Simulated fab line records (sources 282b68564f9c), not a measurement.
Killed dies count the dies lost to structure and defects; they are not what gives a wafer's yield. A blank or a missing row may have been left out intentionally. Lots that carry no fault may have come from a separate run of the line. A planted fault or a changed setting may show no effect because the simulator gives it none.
fab line records	flow rit-cmos
[record] lots = 5	wafers = 15	last-day = 7
route steps=202 shown CONTACT@172 M1@184
lots that met no fault: taken from a fault-free run of the same line
start-h: hours from the record's opening day to when the first of the lot's shown wafers began	wait-h: hours from the lot's prior step to this one	" same as the row above	L1.1+2: several wafers, shown together as one row	- either no value or no given start	* or withheld: withheld	< > ~ a bound
route shown NAME@n: NAME is a module with steps in the file, n the number in the route of the first one	usual: the fault-free wafers' mean and standard deviation	same: alike in all rows	chamber/n: place in a boat	sites: readings site by site	_std_site: their standard deviation	_edge_site: the outer-site mean with the inner-site mean subtracted	radius-mm: for every site, how far away it sits from the centre of the wafer	mask NAME#n: copy n	behind: the tool/chamber that last shaped the wafer	hold: the reason the lot was held/the length of the hold in hours/how it ended	device: which transistor (n, p or np) failed to switch	end of line: the route-end tests of the same wafers	a step with no rows: only its recipe	killed: at the first sort, the dies lost to defects and structure; wafer yield is something else	map: the dies of a wafer, with x for killed, . for not killed, _ for no die there
set.NAME: the setting that was run; set.NAME@STEP: the one run at that earlier step	model.NAME: the simulator's own value behind a step, which no gauge read
lots at selected steps of the route; one table per step, one row per wafer
services: a tool's chamber out of use, with start hour (start-h, from the record's first day; less than 0 if before it), hours out, and reason
[[steps]]
[step RIT_CONTACT_SOFTBAKE_04]
[recipe] resist = NOVOLAK	temp-c = 90	time-s = 60
[step RIT_CONTACT_EXPOSE_05]
[recipe] mask-id = M11	na = 0.6	source-shape = conventional	sigma-outer = 0.5	target-cd-nm = 1000	dose-mj = 250
[step RIT_CONTACT_PEB_06]
[recipe] resist = NOVOLAK	temp-c = withheld	time-s = withheld
[step RIT_CONTACT_DEVELOP_07]
[recipe] resist = NOVOLAK	develop-time-s = 120	dev-temp-c = 23
[step RIT_CONTACT_CD_MEAS_08]
[recipe] target-cd-nm = 1000
[usual] cd-nm = 999.1/2.5
lot.wafer	tool	chamber	start-h	wait-h	cd-nm
L652.1	cd-sem-01	-	97.65	-	996.9
L652.3	"	-	"	"	998.3
L652.5	"	-	"	"	998.9
L653.3	cd-sem-02	-	106.13	-	997.7
L653.5	"	-	"	"	995.6
L653.6	"	-	"	"	996.1
L661.2	cd-sem-02	-	142.27	-	998.0
L661.3	"	-	"	"	999.3
L661.4	"	-	"	"	999.1
L662.1	cd-sem-02	-	147.25	-	1001.8
L662.3	"	-	"	"	1002.3
L662.5	"	-	"	"	1002.4
L664.2	cd-sem-02	-	157.24	-	1000.1
L664.5	"	-	"	"	1002.9
L664.6	"	-	"	"	1000.2
[step RIT_CONTACT_OVL_MEAS_09]
[usual] CONTACT_OVL = 0.9/1.5
lot.wafer	tool	chamber	start-h	wait-h	CONTACT_OVL[nm]
L652.1	overlay-01	-	97.77	0.1	2.3
L652.3	"	-	"	"	3.2
L652.5	"	-	"	"	2.7
L653.3	overlay-01	-	106.22	0.1	2.0
L653.5	"	-	"	"	1.2
L653.6	"	-	"	"	0.5
L661.2	overlay-01	-	142.38	0.1	2.1
L661.3	"	-	"	"	0.3
L661.4	"	-	"	"	2.2
L662.1	overlay-01	-	147.37	0.1	-0.9
L662.3	"	-	"	"	-1.5
L662.5	"	-	"	"	-2.3
L664.2	overlay-01	-	157.34	0.1	2.6
L664.5	"	-	"	"	2.9
L664.6	"	-	"	"	0.9
[step RIT_CONTACT_HARDBAKE_10]
[recipe] resist = NOVOLAK	temp-c = 140	time-s = 60
[step RIT_CONTACT_ETCH_11]
[recipe] target-depth-a = 4800	over-etch-frac = 0.2	stop-on = TiSi2	chemistry = CHF3/CF4/Ar	target = SiO2	CHF3_flow_sccm = 50	cf4-flow-sccm = 10	Ar_flow_sccm = 100	O2_flow_sccm = 5	pressure-mtorr = 100	rf-w = 200	time-s = 320
[usual] O2_flow_sccm = 5.001/0.015	drypump-motor-current-A = 5.9/0.52	oes-product-au = 0.982/0.019	throttle-valve-pct = 8.86/0.14
lot.wafer	tool	chamber	start-h	wait-h	O2_flow_sccm	drypump-motor-current-A	oes-product-au	rf-hours-counter-h	throttle-valve-pct
L652.1	rie-diel-03	1	97.96	0.1	5.015	5.9	1.019	2	8.87
L652.3	"	2	"	"	5.000	6.6	0.966	21	8.86
L652.5	"	0	"	"	5.000	5.7	0.961	-	9.06
L653.3	rie-diel-01	2	106.40	0.1	5.024	5.2	0.969	120	8.70
L653.5	"	1	"	"	5.012	5.8	1.007	-	8.96
L653.6	"	2	"	"	4.994	5.2	0.972	-	8.72
L661.2	rie-diel-03	1	142.56	0.1	5.010	5.9	1.014	3	8.86
L661.3	"	3	"	"	5.008	6.5	0.953	100	8.70
L661.4	"	2	"	"	4.995	6.6	0.970	22	8.88
L662.1	rie-diel-02	3	147.56	0.1	4.998	5.1	1.007	128	8.97
L662.3	"	1	"	"	5.035	5.4	1.001	8	8.76
L662.5	"	1	"	"	5.002	5.4	0.992	-	8.77
L664.2	rie-diel-01	2	157.52	0.1	5.005	5.3	0.973	121	8.73
L664.5	"	3	"	"	5.005	5.6	0.978	-	8.80
L664.6	"	0	"	"	4.989	6.5	0.977	-	8.59
[step RIT_CONTACT_STRIP_12]
[recipe] chemistry = O2	time-s = 180	resist = NOVOLAK	platen-temp-c = withheld	power-w = 500	pressure-mtorr = 4000	o2-flow-sccm = 4000
[usual] drypump-motor-current-A = 5.6/0.39
lot.wafer	tool	chamber	start-h	wait-h	drypump-motor-current-A	rf-hours-counter-h
L652.1	plasma-asher-01	0	98.15	0.1	5.0	47
L652.3	"	0	"	"	5.1	-
L652.5	"	1	"	"	6.0	-
L653.3	plasma-asher-03	1	106.65	0.2	5.7	-
L653.5	"	0	"	"	5.7	-
L653.6	"	1	"	"	5.7	-
L661.2	plasma-asher-01	1	142.75	0.1	6.0	53
L661.3	"	1	"	"	6.0	-
L661.4	"	0	"	"	5.1	-
L662.1	plasma-asher-01	0	147.75	0.1	5.1	54
L662.3	"	0	"	"	5.0	-
L662.5	"	0	"	"	5.1	-
L664.2	plasma-asher-01	0	157.72	0.1	5.0	55
L664.5	"	1	"	"	6.0	-
L664.6	"	0	"	"	5.0	-
[step RIT_CONTACT_CD_MEAS_90]
[recipe] target-cd-nm = 1000
[usual] cd-nm = 999.2/2.5
lot.wafer	tool	chamber	start-h	wait-h	cd-nm
L652.1	cd-sem-02	-	98.33	0.1	996.5
L652.3	"	-	"	"	998.6
L652.5	"	-	"	"	998.7
L653.3	cd-sem-01	-	106.81	0.1	997.5
L653.5	"	-	"	"	996.1
L653.6	"	-	"	"	996.1
L661.2	cd-sem-02	-	142.95	0.1	997.9
L661.3	"	-	"	"	999.8
L661.4	"	-	"	"	999.0
L662.1	cd-sem-01	-	147.93	0.1	1002.4
L662.3	"	-	"	"	1002.1
L662.5	"	-	"	"	1001.7
L664.2	cd-sem-02	-	157.91	0.1	999.7
L664.5	"	-	"	"	1002.8
L664.6	"	-	"	"	1000.6
[step RIT_CONTACT_CLEAN_13]
[recipe] chemistry = SC1	mix = 3:3:50	time-s = 600	temp-c = 75
[step RIT_CONTACT_CLEAN_14]
[recipe] chemistry = SC2	mix = 3:3:50	time-s = 600	temp-c = 75	dry = n2-spin
[step RIT_M1_SPUTTER_00]
[recipe] material = Al	target-thk-nm = 400	power-w = 1952	chamber-pressure-pa = 0.4	gas = Ar	time-s = 500	substrate-temp-c = 25
[usual] throttle-valve-pct = 29.2/0.79
lot.wafer	tool	chamber	start-h	wait-h	throttle-valve-pct	model.Al_of_M1_SPUTTER_00.thk-nm
L652.1	pvd-sputter-02	-	98.80	0.0	30.2	388
L652.3	"	-	"	"	30.1	388.6
L652.5	"	-	"	"	30.2	392.5
L653.3	pvd-sputter-04	-	107.27	0.0	28.8	385.8
L653.5	"	-	"	"	28.5	390.6
L653.6	"	-	"	"	28.6	383.5
L661.2	pvd-sputter-04	-	143.40	0.0	28.1	233.4
L661.3	"	-	"	"	28.8	383.4
L661.4	"	-	"	"	28.5	384.8
L662.1	pvd-sputter-02	-	148.41	0.0	30.0	393.6
L662.3	"	-	"	"	29.6	385.8
L662.5	"	-	"	"	30.1	393.8
L664.2	pvd-sputter-02	-	158.36	0.0	30.1	383.4
L664.5	"	-	"	"	30.1	382.3
L664.6	"	-	"	"	29.2	381.4
[step RIT_M1_RS_MEAS_01]
[recipe] thk-meas-gauge = four-point-probe	reads = Al_of_M1_SPUTTER_00
[usual] M1_AL_RS = 0.0755/0.00076
lot.wafer	tool	chamber	start-h	wait-h	M1_AL_RS[ohm/sq]
L652.1	film-metro-01	-	99.09	0.1	0.0758
L652.3	"	-	"	"	0.0756
L652.5	"	-	"	"	0.0749
L653.3	film-metro-01	-	107.60	0.2	0.0763
L653.5	"	-	"	"	0.0753
L653.6	"	-	"	"	0.0766
L661.2	film-metro-02	-	143.71	0.2	0.1288
L661.3	"	-	"	"	0.0769
L661.4	"	-	"	"	0.0766
L662.1	film-metro-04	-	148.71	0.1	0.0745
L662.3	"	-	"	"	0.0763
L662.5	"	-	"	"	0.0747
L664.2	film-metro-02	-	158.68	0.2	0.0767
L664.5	"	-	"	"	0.0770
L664.6	"	-	"	"	0.0772
[step RIT_M1_THK_MEAS_02]
[recipe] thk-meas-gauge = xrf	reads = Al_of_M1_SPUTTER_00
[usual] M1_AL_THK = 384/5.1
lot.wafer	tool	chamber	start-h	wait-h	M1_AL_THK[nm]
L652.1	film-metro-01	-	99.21	0.1	387
L652.3	"	-	"	"	389
L652.5	"	-	"	"	392
L653.3	film-metro-01	-	107.70	0.1	384
L653.5	"	-	"	"	389
L653.6	"	-	"	"	381
L661.2	film-metro-02	-	143.82	0.1	230
L661.3	"	-	"	"	375
L661.4	"	-	"	"	378
L662.1	film-metro-04	-	148.83	0.1	390
L662.3	"	-	"	"	381
L662.5	"	-	"	"	389
L664.2	film-metro-02	-	158.79	0.1	372
L664.5	"	-	"	"	375
L664.6	"	-	"	"	373
[step RIT_M1_HMDS_03]
[recipe] prime-time-s = 60	prime-temp-c = 140
[step RIT_M1_COAT_04]
[recipe] resist = NOVOLAK	spin-rpm = 2000	resist-thk-nm = 1300
[step RIT_M1_SOFTBAKE_05]
[recipe] resist = NOVOLAK	temp-c = 90	time-s = 60
[step RIT_M1_EXPOSE_06]
[recipe] mask-id = M12	na = 0.6	source-shape = conventional	sigma-outer = 0.5	target-cd-nm = 2600	dose-mj = 250
[step RIT_M1_PEB_07]
[recipe] resist = NOVOLAK	temp-c = withheld	time-s = withheld
[step RIT_M1_DEVELOP_08]
[recipe] resist = NOVOLAK	develop-time-s = 65.25	dev-temp-c = 23
[step RIT_M1_CD_MEAS_09]
[recipe] target-cd-nm = 2600
[usual] cd-nm = 2600.6/2.1
lot.wafer	tool	chamber	start-h	wait-h	cd-nm
L652.1	cd-sem-02	-	100.15	-	2601.9
L652.3	"	-	"	"	2603.2
L652.5	"	-	"	"	2598.4
L653.3	cd-sem-02	-	108.86	-	2601.2
L653.5	"	-	"	"	2602.3
L653.6	"	-	"	"	2601.6
L661.2	cd-sem-02	-	144.77	-	2596.5
L661.3	"	-	"	"	2597.2
L661.4	"	-	"	"	2598.4
L662.1	cd-sem-01	-	149.77	-	2599.8
L662.3	"	-	"	"	2602.3
L662.5	"	-	"	"	2602.6
L664.2	cd-sem-01	-	159.74	-	2598.9
L664.5	"	-	"	"	2598.2
L664.6	"	-	"	"	2600.3
[step RIT_M1_OVL_MEAS_10]
[usual] M1_OVL = 0.4/1.5
lot.wafer	tool	chamber	start-h	wait-h	M1_OVL[nm]
L652.1	overlay-02	-	100.27	0.1	-4.0
L652.3	"	-	"	"	-3.0
L652.5	"	-	"	"	-2.0
L653.3	overlay-01	-	108.96	0.1	0.2
L653.5	"	-	"	"	-1.3
L653.6	"	-	"	"	1.2
L661.2	overlay-01	-	144.88	0.1	-0.4
L661.3	"	-	"	"	0.2
L661.4	"	-	"	"	-0.6
L662.1	overlay-02	-	149.89	0.1	-1.1
L662.3	"	-	"	"	-0.2
L662.5	"	-	"	"	-1.4
L664.2	overlay-02	-	159.84	0.1	2.1
L664.5	"	-	"	"	2.0
L664.6	"	-	"	"	2.8
[step RIT_M1_HARDBAKE_11]
[recipe] resist = NOVOLAK	temp-c = 140	time-s = 120
[step RIT_M1_METAL_ETCH_12]
[recipe] stop-on = SiO2	chemistry = Cl2/BCl3	target = Al	time-s = 165	over-etch-frac = 0.5	pressure-mtorr = 100	target-depth-a = 6000	rf-w = 250	Cl2_flow_sccm = 60	bcl3-flow-sccm = 50
[usual] drypump-motor-current-A = 5.24/0.3	oes-product-au = 0.771/0.016	throttle-valve-pct = 8.24/0.11
lot.wafer	tool	chamber	start-h	wait-h	drypump-motor-current-A	oes-product-au	rf-hours-counter-h	throttle-valve-pct
L652.1	rie-metal-01	1	100.59	0.2	5.21	0.771	4	8.34
L652.3	"	0	"	"	5.33	0.774	-	8.26
L652.5	"	1	"	"	5.22	0.769	-	8.34
L653.3	rie-metal-04	1	109.28	0.2	5.48	0.791	-	8.19
L653.5	"	0	"	"	4.83	0.773	-	8.06
L653.6	"	1	"	"	5.47	0.785	-	8.16
L661.2	rie-metal-04	0	145.16	0.2	4.85	0.599	2	8.07
L661.3	"	1	"	"	5.48	0.784	-	8.17
L661.4	"	0	"	"	4.83	0.764	-	8.04
L662.1	rie-metal-01	0	150.17	0.2	5.32	0.775	5	8.27
L662.3	"	0	"	"	5.31	0.763	-	8.25
L662.5	"	0	"	"	5.31	0.785	-	8.27
L664.2	rie-metal-03	0	160.12	0.2	4.89	0.756	0	8.30
L664.5	"	0	"	"	4.88	0.749	-	8.30
L664.6	"	1	"	"	5.73	0.754	-	8.38
[step RIT_M1_STRIP_13]
[recipe] chemistry = nmp	resist = NOVOLAK	temp-c = 80	time-s = 600	dry = n2-spin
[step RIT_M1_PROBE_99]
[usual] defect-limited-yield = 97.4/1.2	killed-at-contacts = 0.1/0.26	killed-at-front-end = 7/3.2	killed-dies = 7/3.2	killed-open = 3.2/2.1	killed-short = 3.7/2.1	sort_bin_3_pad_short = 0.1/0.2	sort_bin_5_function = 1.5/0.79	sort_bin_6_memory = 1.0/0.68	sort-n-pass = 257/3.2	sort-yield-pct = 97.4/1.2
[same] gross-dies = 264	killed_at_M0_to_M3 = 0	killed_at_M4_up = 0	killed-at-back-side = 0	killed-at-other = 0
lot.wafer	tool	chamber	start-h	wait-h	defect-limited-yield[%]	killed-at-contacts	killed-at-front-end	killed-dies	killed-open	killed-short	sort_bin_3_pad_short[%]	sort_bin_5_function[%]	sort_bin_6_memory[%]	sort-n-pass	sort-yield-pct[%]	model.etest.m1.rs-ohm-sq	model.etest.antenna-m1.vt-shift-v
L652.1	prober-01	-	103.31	0.1	97.7	0	6	6	2	4	0	1.1	1.1	258	97.7	0.07496	-0.0137
L652.3	prober-01	-	103.41	0.2	93.9	0	16	16	13	3	0.4	2.7	3.0	248	93.9	0.07451	-0.01247
L652.5	prober-01	-	103.51	0.2	98.1	0	5	5	2	3	0	0.8	1.1	259	98.1	0.07353	-0.01355
L653.3	prober-02	-	111.75	0.2	97.3	0	7	7	3	4	0.8	0.8	1.1	257	97.3	0.07524	-0.01383
L653.5	prober-02	-	111.85	0.2	98.1	0	5	5	2	3	0	1.5	0.4	259	98.1	0.07452	-0.01401
L653.6	prober-02	-	111.90	0.2	95.5	0	12	12	7	5	0.4	2.7	1.5	252	95.5	0.07552	-0.007857
L661.2	prober-02	-	148.68	0.1	98.5	0	4	4	0	4	0	1.5	0	260	98.5	0.1244	-0.01964
L661.3	prober-02	-	148.73	0.2	97.0	1	7	8	4	4	0	2.3	0.8	256	97.0	0.07597	-0.009802
L661.4	prober-02	-	148.78	0.2	97.3	0	7	7	2	5	0	1.1	1.5	257	97.3	0.07583	-0.01034
L662.1	prober-01	-	153.67	0.1	95.8	0	11	11	5	6	0.8	1.5	1.9	253	95.8	0.07354	-0.01284
L662.3	prober-01	-	153.77	0.2	96.2	0	10	10	6	4	0	3.0	0.8	254	96.2	0.07486	-0.01321
L662.5	prober-01	-	153.87	0.2	96.6	0	9	9	3	6	0	1.9	1.5	255	96.6	0.07311	-0.01136
L664.2	prober-01	-	162.43	0.1	98.1	0	5	5	1	4	0.4	0.8	0.8	259	98.1	0.07508	-0.01451
L664.5	prober-01	-	162.58	0.2	96.6	0	9	9	4	5	0	2.3	1.1	255	96.6	0.07537	-0.01129
L664.6	prober-01	-	162.63	0.2	97.7	0	6	6	2	4	0	1.5	0.8	258	97.7	0.07589	-0.007272
// killed by level:class
L652.1 SPACER:geometric-particle:short=2 GATE:geometric-particle:open=1 GATE:geometric-particle:short=1 REOX:geometric-particle:short=1 SPACER:geometric-particle:open=1
L652.3 FOX1:geometric-particle:open=3 FOX2:geometric-particle:open=3 GATE:geometric-particle:open=2 REOX:geometric-particle:open=2 SILICIDE:geometric-particle:open=2 FOX2:geometric-particle:short=1 GATE:geometric-particle:short=1 REOX:geometric-particle:short=1
L652.5 GATE:geometric-particle:short=1 GATE:geometric-particle:open=1 REOX:geometric-particle:open=1 SPACER:geometric-particle:short=1 SILICIDE:geometric-particle:short=1
L653.3 FOX2:geometric-particle:open=2 FOX1:geometric-particle:open=1 FOX1:geometric-particle:short=1 FOX2:geometric-particle:short=1 GATE:geometric-particle:short=1 REOX:geometric-particle:short=1
L653.5 FOX2:geometric-particle:short=2 FOX2:geometric-particle:open=1 GATE:geometric-particle:short=1 REOX:geometric-particle:open=1
L653.6 SPACER:geometric-particle:open=3 FOX2:geometric-particle:short=2 SPACER:geometric-particle:short=2 FOX1:geometric-particle:open=1 FOX2:geometric-particle:open=1 GATE:geometric-particle:open=1 REOX:geometric-particle:open=1 REOX:geometric-particle:short=1
L661.2 GATE:geometric-particle:short=2 ACTIVE:geometric-particle:short=1 SPACER:geometric-particle:short=1
L661.3 GATE:geometric-particle:short=3 GATE:geometric-particle:open=2 REOX:geometric-particle:open=1 SPACER:geometric-particle:short=1 CONTACT:geometric-particle:open=1
L661.4 GATE:geometric-particle:short=4 GATE:geometric-particle:open=1 REOX:geometric-particle:short=1 SILICIDE:geometric-particle:open=1
L662.1 GATE:geometric-particle:open=4 GATE:geometric-particle:short=3 FOX2:geometric-particle:open=1 REOX:geometric-particle:short=1 SPACER:geometric-particle:short=1 SILICIDE:geometric-particle:short=1
L662.3 GATE:geometric-particle:open=3 GATE:geometric-particle:short=3 FOX2:geometric-particle:open=1 FOX2:geometric-particle:short=1 REOX:geometric-particle:open=1 SPACER:geometric-particle:open=1
L662.5 GATE:geometric-particle:short=4 FOX2:geometric-particle:open=2 FOX2:geometric-particle:short=2 GATE:geometric-particle:open=1
L664.2 SILICIDE:geometric-particle:short=2 GATE:geometric-particle:short=1 GATE:geometric-particle:open=1 SPACER:geometric-particle:short=1
L664.5 GATE:geometric-particle:short=3 GATE:geometric-particle:open=2 SILICIDE:geometric-particle:open=2 SPACER:geometric-particle:short=1 SILICIDE:geometric-particle:short=1
L664.6 SILICIDE:geometric-particle:short=2 FOX1:geometric-particle:short=1 FOX2:geometric-particle:short=1 REOX:geometric-particle:open=1 SILICIDE:geometric-particle:open=1
[[services]]
tool	chamber	start-h	hours	kind
rie-diel-01	-	82.53	0.4	repair
rie-diel-02	2	89.08	3.8	repair
rie-diel-01	0	91.52	3.6	repair
rie-diel-02	-	120.74	2.8	pm
rie-metal-03	-	136.12	20.0	pm
rie-metal-03	0	136.12	20.0	vent-cycle
rie-metal-03	1	136.12	20.0	vent-cycle
rie-diel-02	0	145.76	7.4	repair
rie-metal-03	0	156.12	-	clean
rie-metal-03	1	156.12	-	clean
rie-diel-01	1	160.13	3.8	repair
[[key]]
[first-sign] step = RIT_M1_RS_MEAS_01	reading = M1_AL_RS	direction = up	sigmas = 70	usual = 0.0755	struck = 0.1288
[effect] step = RIT_M1_THK_MEAS_02	reading = M1_AL_THK	direction = down	sigmas = 30	usual = 384	struck = 230
[effect] step = RIT_M1_METAL_ETCH_12	reading = oes-product-au	direction = down	sigmas = 11	usual = 0.771	struck = 0.599
[model-effect] step = RIT_M1_SPUTTER_00	value = Al_of_M1_SPUTTER_00.thk-nm	without = 388.7	struck = 233.4
[model-effect] step = RIT_M1_PROBE_99	value = etest.m1.rs-ohm-sq	without = 0.07476	struck = 0.1244
met-at RIT_M1_SPUTTER_00
struck-wafers L661.2
[fault] kind = process-parameter-drift	tool = pvd-sputter-04	chamber = -	onset-h = 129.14	steps = RIT_M1_SPUTTER_00	channel = target-thk-nm	offset = -159.12	shape = step	end-h = 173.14	stated = 400	scope = struck-wafers-only
